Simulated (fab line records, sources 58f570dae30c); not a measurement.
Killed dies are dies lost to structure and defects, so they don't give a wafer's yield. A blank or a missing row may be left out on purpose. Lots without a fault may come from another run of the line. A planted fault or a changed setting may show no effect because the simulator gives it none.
Chamber matching | flow berkeley_cmos170 | UCB170_V1_CMP_02 on cmp-01: 4 sister chambers
The step polishes SiO2. 16 wafers are shown with their chamber, then 8 later ones without.

WAFERS WITH THEIR CHAMBER
wafer  | chamber | motor_current_A (A) | retaining_ring_pressure_frac
L739.1 | 3       | 16.1                | 0.998
L739.2 | 0       | 15.5                | 0.999
L739.5 | 3       | 16.0                | 0.996
L738.2 | 1       | 18.0                | 0.999
L738.3 | 0       | 14.7                | 0.994
L738.6 | 1       | 18.0                | 1.006
L741.1 | 1       | 17.3                | 1.003
L741.2 | 0       | 15.5                | 1.003
L741.3 | 2       | 17.0                | 1.004
L744.1 | 3       | 15.8                | 0.998
L744.2 | 2       | 17.2                | 0.997
L744.4 | 1       | 17.7                | 1.004
L745.1 | 0       | 15.4                | 1.014
L745.5 | 0       | 14.8                | 1.010
L745.6 | 3       | 17.2                | 0.992
L742.1 | 2       | 17.2                | 0.994

SIGNATURES (means of the wafers above)
reading                      | chamber 0 | chamber 1 | chamber 2 | chamber 3 | scatter within a chamber
motor_current_A              | 15.180    | 17.750    | 17.133    | 16.275    | 0.425
retaining_ring_pressure_frac | 1.00400   | 1.00300   | 0.99833   | 0.99600   | 0.00551
Rule: a wafer's distance from a chamber is the root of the sum, over the readings, of the square of ((its reading less the chamber's mean) divided by the reading's scatter). The wafer belongs to the nearest chamber; if the next one is less than 2 further off, it can't be placed. The scatter: the root of (the sum of the squares of (reading less its chamber's mean) over the shown wafers, divided by (wafers less chambers)).

WAFERS WITHOUT THEIR CHAMBER
wafer  | motor_current_A (A) | retaining_ring_pressure_frac
L742.2 | 15.4                | 0.999
L742.5 | 17.3                | 0.995
L751.2 | 17.6                | 1.002
L751.3 | 17.7                | 0.995
L751.5 | 14.4                | 0.997
L750.3 | 16.3                | 1.002
L750.4 | 17.8                | 0.992
L750.6 | 14.1                | 1.010

WHICH CHAMBER EACH WENT THROUGH
wafer  | from the rows above          | in truth
L742.2 | can't be placed: 0 or 3      | 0
L742.5 | can't be placed: 2 or 1 or 3 | 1
L751.2 | can't be placed: 1 or 2      | 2
L751.3 | can't be placed: 1 or 2 or 3 | 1
L751.5 | 0                            | 0
L750.3 | can't be placed: 3 or 2 or 0 | 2
L750.4 | can't be placed: 2 or 1 or 3 | 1
L750.6 | 0                            | 0
Placed correctly: 2 of 8. Can't be placed from these rows: 6 (the true chamber is among the candidates in 6). Placed wrongly: 0.
